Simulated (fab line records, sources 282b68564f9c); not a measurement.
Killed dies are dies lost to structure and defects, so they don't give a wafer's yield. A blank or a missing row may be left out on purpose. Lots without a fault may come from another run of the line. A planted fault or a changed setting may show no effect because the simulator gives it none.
Problem report in the 8D (eight disciplines) form, filled by code | flow rit_cmos | the parts of the form that need people (team, actions taken, sign-off) are left out

1. THE PROBLEM
PLDD_TW at RIT_PLDD_TW_MEAS_10 reads a mean of 2549 on 6 wafers of 2 lots; wafers without a fault read 2346 with a standard deviation of 28. That is +7.3 standard deviations from the usual mean.
First seen on wafer L284.3, day 5 08:19, on film_metro-03. The record holds 42 wafers of 14 lots with a number at this step. Rule for "out", or "out of limits": more than 4 standard deviations from the usual mean. The other wafers with a number count as sound.

2. WHAT IT IS AND WHAT IT IS NOT
question                    | is                           | is not
which readings at this step | PLDD_TW                      | -
which lots                  | L284, L287                   | L273, L274, L275, L276, L278, L279, L281, L282, L288, L290, L291, L295
which wafers of those lots  | all that have a number       | -
read on which gauges        | film_metro-03, film_metro-04 | film_metro-02
when                        | from day 5 08:19             | up to then (24 sound wafers); but 12 sound wafers of L288, L290, L291, L295 came after

3. SUSPECTS, AND WHAT RULES EACH OUT
Counting: a tool at a process step up to the reading stays a suspect if it ran every lot that is out and no sound lot after the first of them.
- the gauge at RIT_PLDD_TW_MEAS_10: ruled out. The wafers that are out were read on 2 gauges (film_metro-03, film_metro-04).
- implanter-04 at RIT_PLDD_IMPLANT_08: kept. It ran every lot that is out, first L284 (day 5 08:01), and no sound lot after that; its last sound lot up to then is L279 (day 4 12:44). Its own readings are out on those wafers: dose_ions_cm2, faraday_current_uA.
Left after counting: implanter-04 at RIT_PLDD_IMPLANT_08.

4. THE CAUSE (what the simulator had put in)
Process parameter drift: implanter-04, from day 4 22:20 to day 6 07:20, at RIT_PLDD_IMPLANT_08. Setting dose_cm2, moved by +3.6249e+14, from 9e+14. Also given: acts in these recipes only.
Counting left only this tool.

5. THE CHAIN OF EFFECTS, in route order
Each row: a reading whose mean over the struck wafers that have a number lies more than 3 standard deviations from the usual. Only readings for which the record gives a usual standard deviation are gone through. hours: the time from each lot's start at the first step in this table that gives one to its start at this step, as a median over the lots. sigmas: the change in usual standard deviations.
hours | step                    | reading            | usual        | on struck wafers | change     | sigmas
0     | RIT_PLDD_IMPLANT_08     | dose_ions_cm2      | 9.003e+14    | 1.262e+15        | +3.620e+14 | +99 or more
0     | RIT_PLDD_IMPLANT_08     | faraday_current_uA | 2820         | 4016             | +1196      | +23
0     | RIT_PLDD_TW_MEAS_10     | PLDD_TW            | 2346         | 2549             | +203       | +7.3
13    | RIT_SDANNEAL_RS_MEAS_06 | PLDD_RS            | 178.5 ohm/sq | 160.2            | -18.3      | -31
The process steps in it:
- RIT_PLDD_IMPLANT_08
Later measuring or inspecting steps at which every struck wafer that the step has a row for has a number for every such reading, and none has moved that far: RIT_SDANNEAL_RS_MEAS_05.

6. WHAT WOULD HAVE CAUGHT IT SOONER
In this record the first reading out of limits at a measuring or inspecting step was taken at day 5 08:19, 10 hours after the fault began at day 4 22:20.
The tool's own readings at RIT_PLDD_IMPLANT_08 were out on every struck wafer that the step has a row for (dose_ions_cm2, faraday_current_uA): an alarm limit on them would have fired on the first of those.
Of the lots that are out (2), L287 began RIT_PLDD_IMPLANT_08 on implanter-04 after day 5 08:19. A hold on the tool at that time would have spared it.
